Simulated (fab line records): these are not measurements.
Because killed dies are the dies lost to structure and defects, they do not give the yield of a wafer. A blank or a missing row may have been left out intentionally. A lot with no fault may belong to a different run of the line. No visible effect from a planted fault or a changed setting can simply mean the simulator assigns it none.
fab line records + flow berkeley_cmos170 + part 2 of 2: steps 34 to 43 of 43
record
- lots=5
- wafers=15
- last_day=11
route steps=331 shown NLDD@167 SPACER@171 PSD@175 NSD@187 BACKSIDE@199 SDANNEAL@204 PLDD@208
lots untouched by any fault: they come from a run of this same line in which no faults occurred
start_h: the number of hours between the record's first day and the start of the first shown wafer of the lot + wait_h: how many hours have passed since the lot's step before this one + " as in the row above + L1.1+2: several wafers, shown together as one row + - no value, or no start was given + * or withheld: withheld + < > ~ a bound
route shown NAME@n: a module of which the file shows steps, and the number in the route of the first + usual: mean/standard deviation taken from wafers without a fault + same: alike in all rows + chamber/n: place in a boat + sites: per-site readings + _std_site: standard deviation across them + _edge_site: mean of outer sites minus mean of inner sites + radius_mm: how far each site lies from the wafer's centre + mask NAME#n: copy n + behind: the tool/chamber that last shaped the wafer + hold: what put the lot on hold/how long, in hours/how the hold closed + device: names the non-switching transistor (n, p or np) + end of line: at the end of the route, the tests of the same wafers + a step with no rows: only its recipe + killed: count of dies lost to structure and defects at first sort (not the wafer's yield) + map: per-die view of a wafer (x killed, . not killed, _ where there is no die)
set.NAME: the setting that was run; set.NAME@STEP: the one run at that earlier step + model.NAME: the simulator's own value behind a step, which no gauge read
a table for each step, a row for each wafer; lots at some steps of the route
services: a tool's chamber out of use, with start hour (start_h, from the record's first day; less than 0 if before it), hours out, and reason
## steps
# step UCB170_BACKSIDE_COAT_01
# recipe
- resist=KrF
- spin_rpm=1500
- resist_thk_nm=900
| lot.wafer  | tool           | chamber | start_h | wait_h |
|------------|----------------|---------|---------|--------|
| L076.1+2+4 | litho_track-02 | 0       | 177.93  | 0.1    |
| L078.3+4+5 | litho_track-04 | 0       | 189.57  | 0.1    |
| L075.1+4+6 | litho_track-01 | 0       | 189.93  | 0.1    |
| L088.2+3+6 | litho_track-04 | 0       | 243.92  | 0.1    |
| L089.1+3+5 | litho_track-04 | 0       | 245.21  | 0.1    |
# step UCB170_BACKSIDE_SOFTBAKE_02
# recipe
- resist=KrF
- temp_c=130
- time_s=60
| lot.wafer  | tool           | chamber | start_h | wait_h |
|------------|----------------|---------|---------|--------|
| L076.1+2+4 | litho_track-02 | 0       | 178.08  | 0.1    |
| L078.3+4+5 | litho_track-04 | 0       | 189.72  | 0.1    |
| L075.1+4+6 | litho_track-01 | 0       | 190.08  | 0.1    |
| L088.2+3+6 | litho_track-04 | 0       | 244.07  | 0.1    |
| L089.1+3+5 | litho_track-04 | 0       | 245.36  | 0.1    |
# step UCB170_BACKSIDE_STRIP_03
# recipe
- chemistry=O2
- power_w=400
- pressure_mtorr=3500
- platen_temp_c=withheld
- o2_flow_sccm=400
- overash_fraction=0.5
# usual
- drypump_motor_current_A=5.7/0.56
- o2_flow_sccm=400.0/1.2
- oes_product_au=0.735/0.0041
- strip_time_to_endpoint_s=21.96/0.063
| lot.wafer | tool            | chamber | start_h | wait_h | drypump_motor_current_A | o2_flow_sccm | oes_product_au | rf_hours_counter_h | strip_time_to_endpoint_s |
|-----------|-----------------|---------|---------|--------|-------------------------|--------------|----------------|--------------------|--------------------------|
| L076.1    | plasma_asher-03 | 0       | 178.23  | 0.1    | 5.0                     | 401.4        | 0.745          | 45                 | 21.95                    |
| L076.2    | "               | 1       | "       | "      | 6.5                     | 402.4        | 0.734          | 45                 | 21.85                    |
| L076.4    | "               | 0       | "       | "      | 5.0                     | 401.6        | 0.737          | -                  | 21.87                    |
| L078.3    | plasma_asher-02 | 0       | 189.86  | 0.1    | 6.6                     | 400.9        | 0.729          | -                  | 21.97                    |
| L078.4    | "               | 1       | "       | "      | 5.5                     | 400.5        | 0.736          | -                  | 22.02                    |
| L078.5    | "               | 1       | "       | "      | 5.4                     | 399.4        | 0.728          | -                  | 21.97                    |
| L075.1    | plasma_asher-03 | 1       | 190.23  | 0.1    | 6.5                     | 400.6        | 0.736          | 47                 | 21.91                    |
| L075.4    | "               | 1       | "       | "      | 6.6                     | 398.8        | 0.732          | -                  | 21.94                    |
| L075.6    | "               | 1       | "       | "      | 6.5                     | 399.7        | 0.738          | -                  | 21.88                    |
| L088.2    | plasma_asher-04 | 0       | 244.19  | 0.1    | 5.4                     | 399.6        | 0.741          | 53                 | 22.00                    |
| L088.3    | "               | 0       | "       | "      | 5.4                     | 400.2        | 0.737          | -                  | 21.96                    |
| L088.6    | "               | 1       | "       | "      | 5.8                     | 400.6        | 0.739          | -                  | 22.03                    |
| L089.1    | plasma_asher-03 | 0       | 245.51  | 0.1    | 5.0                     | 399.4        | 0.739          | 52                 | 21.92                    |
| L089.3    | "               | 0       | "       | "      | 5.0                     | 399.6        | 0.731          | -                  | 21.92                    |
| L089.5    | "               | 1       | "       | "      | 6.6                     | 401.4        | 0.730          | -                  | 21.85                    |
# step UCB170_BACKSIDE_CLEAN_04
# recipe
- chemistry=SPM
- temp_c=120
- time_s=600
| lot.wafer  | tool         | chamber | start_h | wait_h |
|------------|--------------|---------|---------|--------|
| L076.1+2+4 | wet_bench-03 | 1       | 178.49  | 0.2    |
| L078.3+4+5 | wet_bench-03 | 2       | 189.92  | 0.0    |
| L075.1+4+6 | wet_bench-03 | 2       | 190.37  | 0.1    |
| L088.2+3+6 | wet_bench-03 | 1       | 245.50  | 1.3    |
| L089.1+3+5 | wet_bench-03 | 1       | 245.86  | 0.3    |
# step UCB170_SDANNEAL_RTA_00
# recipe
- temp_c=900
- time_s=10
- ambient=N2
# usual
- lamp_power_pct=23.0/1.7
- wafer_temp_C_max=905.1/0.98
| lot.wafer | tool          | chamber | start_h | wait_h | lamp_power_pct | wafer_temp_C_max |
|-----------|---------------|---------|---------|--------|----------------|------------------|
| L076.1    | rtp_anneal-02 | 0       | 178.67  | 0.0    | 21.9           | 904.7            |
| L076.2    | "             | 0       | "       | "      | 21.9           | 906.0            |
| L076.4    | "             | 0       | "       | "      | 21.9           | 906.1            |
| L078.3    | rtp_anneal-02 | 0       | 190.12  | 0.0    | 21.9           | 904.4            |
| L078.4    | "             | 0       | "       | "      | 22.0           | 906.1            |
| L078.5    | "             | 0       | "       | "      | 21.9           | 906.3            |
| L075.1    | rtp_anneal-02 | 0       | 190.55  | 0.0    | 21.9           | 905.0            |
| L075.4    | "             | 0       | "       | "      | 22.0           | 905.6            |
| L075.6    | "             | 0       | "       | "      | 21.9           | 905.3            |
| L088.2    | rtp_anneal-01 | 0       | 245.70  | 0.0    | 25.7           | 906.0            |
| L088.3    | "             | 0       | "       | "      | 25.7           | 904.1            |
| L088.6    | "             | 0       | "       | "      | 25.7           | 905.1            |
| L089.1    | rtp_anneal-02 | 0       | 246.04  | 0.0    | 21.9           | 907.1            |
| L089.3    | "             | 0       | "       | "      | 21.9           | 904.2            |
| L089.5    | "             | 0       | "       | "      | 21.9           | 906.2            |
# step UCB170_SDANNEAL_RTA_01
# recipe
- temp_c=1050
- time_s=5
- ambient=N2
# usual
- lamp_power_pct=35.5/2.7
- wafer_temp_C_max=1056.1/1.2
| lot.wafer | tool          | chamber | start_h | wait_h | lamp_power_pct | wafer_temp_C_max |
|-----------|---------------|---------|---------|--------|----------------|------------------|
| L076.1    | rtp_anneal-02 | 0       | 178.73  | 0.1    | 33.8           | 1055.8           |
| L076.2    | "             | 0       | "       | "      | 33.8           | 1056.4           |
| L076.4    | "             | 0       | "       | "      | 33.8           | 1055.2           |
| L078.3    | rtp_anneal-02 | 0       | 190.18  | 0.1    | 33.8           | 1056.0           |
| L078.4    | "             | 0       | "       | "      | 33.8           | 1058.0           |
| L078.5    | "             | 0       | "       | "      | 33.9           | 1057.9           |
| L075.1    | rtp_anneal-02 | 0       | 190.61  | 0.1    | 33.8           | 1058.0           |
| L075.4    | "             | 0       | "       | "      | 33.8           | 1058.7           |
| L075.6    | "             | 0       | "       | "      | 33.8           | 1057.6           |
| L088.2    | rtp_anneal-01 | 0       | 245.83  | 0.1    | 39.7           | 1054.9           |
| L088.3    | "             | 0       | "       | "      | 39.6           | 1054.5           |
| L088.6    | "             | 0       | "       | "      | 39.7           | 1055.1           |
| L089.1    | rtp_anneal-02 | 0       | 246.11  | 0.1    | 33.8           | 1055.7           |
| L089.3    | "             | 0       | "       | "      | 33.8           | 1058.1           |
| L089.5    | "             | 0       | "       | "      | 33.9           | 1055.3           |
# step UCB170_SDANNEAL_RS_MEAS_02
# recipe
- thk_meas_gauge=four-point-probe
# usual
- PSD_RS=75.5/0.3
| lot.wafer | tool          | chamber | start_h | wait_h | PSD_RS[ohm/sq] |
|-----------|---------------|---------|---------|--------|----------------|
| L076.1    | film_metro-03 | -       | 178.79  | 0.0    | 74.8           |
| L076.2    | "             | -       | "       | "      | 75.6           |
| L076.4    | "             | -       | "       | "      | 75.0           |
| L078.3    | film_metro-02 | -       | 190.26  | 0.1    | 75.9           |
| L078.4    | "             | -       | "       | "      | 75.8           |
| L078.5    | "             | -       | "       | "      | 76.0           |
| L075.1    | film_metro-03 | -       | 190.67  | 0.0    | 75.2           |
| L075.4    | "             | -       | "       | "      | 75.3           |
| L075.6    | "             | -       | "       | "      | 75.4           |
| L088.2    | film_metro-04 | -       | 245.95  | 0.1    | 75.5           |
| L088.3    | "             | -       | "       | "      | 75.6           |
| L088.6    | "             | -       | "       | "      | 75.7           |
| L089.1    | film_metro-02 | -       | 246.16  | 0.0    | 75.4           |
| L089.3    | "             | -       | "       | "      | 75.3           |
| L089.5    | "             | -       | "       | "      | 75.3           |
# step UCB170_SDANNEAL_RS_MEAS_03
# recipe
- thk_meas_gauge=four-point-probe
# usual
- NSD_RS=37.69/0.1
| lot.wafer | tool          | chamber | start_h | wait_h | NSD_RS[ohm/sq] |
|-----------|---------------|---------|---------|--------|----------------|
| L076.1    | film_metro-03 | -       | 178.91  | 0.1    | 37.70          |
| L076.2    | "             | -       | "       | "      | 37.80          |
| L076.4    | "             | -       | "       | "      | 37.71          |
| L078.3    | film_metro-02 | -       | 190.38  | 0.1    | 37.76          |
| L078.4    | "             | -       | "       | "      | 37.71          |
| L078.5    | "             | -       | "       | "      | 37.63          |
| L075.1    | film_metro-03 | -       | 190.79  | 0.1    | 37.52          |
| L075.4    | "             | -       | "       | "      | 37.63          |
| L075.6    | "             | -       | "       | "      | 37.62          |
| L088.2    | film_metro-04 | -       | 246.07  | 0.1    | 37.55          |
| L088.3    | "             | -       | "       | "      | 37.69          |
| L088.6    | "             | -       | "       | "      | 37.72          |
| L089.1    | film_metro-02 | -       | 246.28  | 0.1    | 37.77          |
| L089.3    | "             | -       | "       | "      | 37.76          |
| L089.5    | "             | -       | "       | "      | 37.80          |
# step UCB170_SDANNEAL_RS_MEAS_04
# recipe
- thk_meas_gauge=four-point-probe
# usual
- PLDD_RS=1031.9/2.6
| lot.wafer | tool          | chamber | start_h | wait_h | PLDD_RS[ohm/sq] |
|-----------|---------------|---------|---------|--------|-----------------|
| L076.1    | film_metro-03 | -       | 179.03  | 0.1    | 1031.2          |
| L076.2    | "             | -       | "       | "      | 1027.2          |
| L076.4    | "             | -       | "       | "      | 1032.2          |
| L078.3    | film_metro-02 | -       | 190.50  | 0.1    | 1033.3          |
| L078.4    | "             | -       | "       | "      | 1031.4          |
| L078.5    | "             | -       | "       | "      | 1031.6          |
| L075.1    | film_metro-03 | -       | 190.91  | 0.1    | 1031.8          |
| L075.4    | "             | -       | "       | "      | 1028.3          |
| L075.6    | "             | -       | "       | "      | 1030.5          |
| L088.2    | film_metro-04 | -       | 246.19  | 0.1    | 1033.8          |
| L088.3    | "             | -       | "       | "      | 1033.0          |
| L088.6    | "             | -       | "       | "      | 1032.4          |
| L089.1    | film_metro-02 | -       | 246.40  | 0.1    | 1030.4          |
| L089.3    | "             | -       | "       | "      | 1030.2          |
| L089.5    | "             | -       | "       | "      | 1027.6          |
# step UCB170_SDANNEAL_RS_MEAS_05
# recipe
- thk_meas_gauge=four-point-probe
# usual
- NLDD_RS=616.7/1.8
| lot.wafer | tool          | chamber | start_h | wait_h | NLDD_RS[ohm/sq] |
|-----------|---------------|---------|---------|--------|-----------------|
| L076.1    | film_metro-03 | -       | 179.15  | 0.1    | 613.7           |
| L076.2    | "             | -       | "       | "      | 614.3           |
| L076.4    | "             | -       | "       | "      | 615.2           |
| L078.3    | film_metro-02 | -       | 190.62  | 0.1    | 615.2           |
| L078.4    | "             | -       | "       | "      | 616.5           |
| L078.5    | "             | -       | "       | "      | 617.9           |
| L075.1    | film_metro-03 | -       | 191.03  | 0.1    | 616.4           |
| L075.4    | "             | -       | "       | "      | 615.5           |
| L075.6    | "             | -       | "       | "      | 615.2           |
| L088.2    | film_metro-04 | -       | 246.31  | 0.1    | 614.8           |
| L088.3    | "             | -       | "       | "      | 616.5           |
| L088.6    | "             | -       | "       | "      | 617.2           |
| L089.1    | film_metro-02 | -       | 246.52  | 0.1    | 618.8           |
| L089.3    | "             | -       | "       | "      | 618.7           |
| L089.5    | "             | -       | "       | "      | 618.4           |
## services
| tool           | chamber | start_h | hours | kind           |
|----------------|---------|---------|-------|----------------|
| rtp_anneal-01  | -       | 140.60  | 60.4  | pm             |
| krf_scanner-01 | -       | 140.84  | 3.6   | pm             |
| furnace-04     | -       | 145.32  | 4.8   | pm             |
| rie_diel-03    | 3       | 154.25  | -     | clean          |
| rie_diel-03    | 3       | 154.25  | 24.8  | scheduled_down |
| rie_diel-03    | 3       | 154.25  | 24.8  | vent_cycle     |
| krf_scanner-01 | -       | 156.61  | 1.8   | repair         |
| furnace-02     | -       | 157.96  | 2.7   | pm             |
| furnace-01     | -       | 158.93  | 3.5   | pm             |
| pecvd-02       | 2       | 170.16  | 19.6  | repair         |
| wet_bench-02   | -       | 170.81  | 4.4   | pm             |
| rie_diel-01    | -       | 189.25  | 14.6  | pm             |
| krf_scanner-02 | -       | 198.41  | 1.3   | pm             |
| implanter-04   | -       | 202.12  | 4.1   | repair         |
| pecvd-02       | 1       | 205.95  | 7.5   | repair         |
| krf_scanner-02 | 0       | 207.05  | -     | calibration    |
| krf_scanner-01 | -       | 207.42  | 1.3   | pm             |
| implanter-02   | -       | 212.20  | 3.1   | pm             |
| furnace-01     | -       | 220.37  | 4.1   | pm             |
| krf_scanner-01 | 0       | 221.04  | -     | calibration    |
| krf_scanner-01 | -       | 222.79  | 11.6  | pm             |
| pecvd-02       | -       | 239.85  | 0.3   | repair         |
| krf_scanner-02 | -       | 241.08  | 1.0   | pm             |
| wet_bench-02   | -       | 243.56  | 61.1  | repair         |
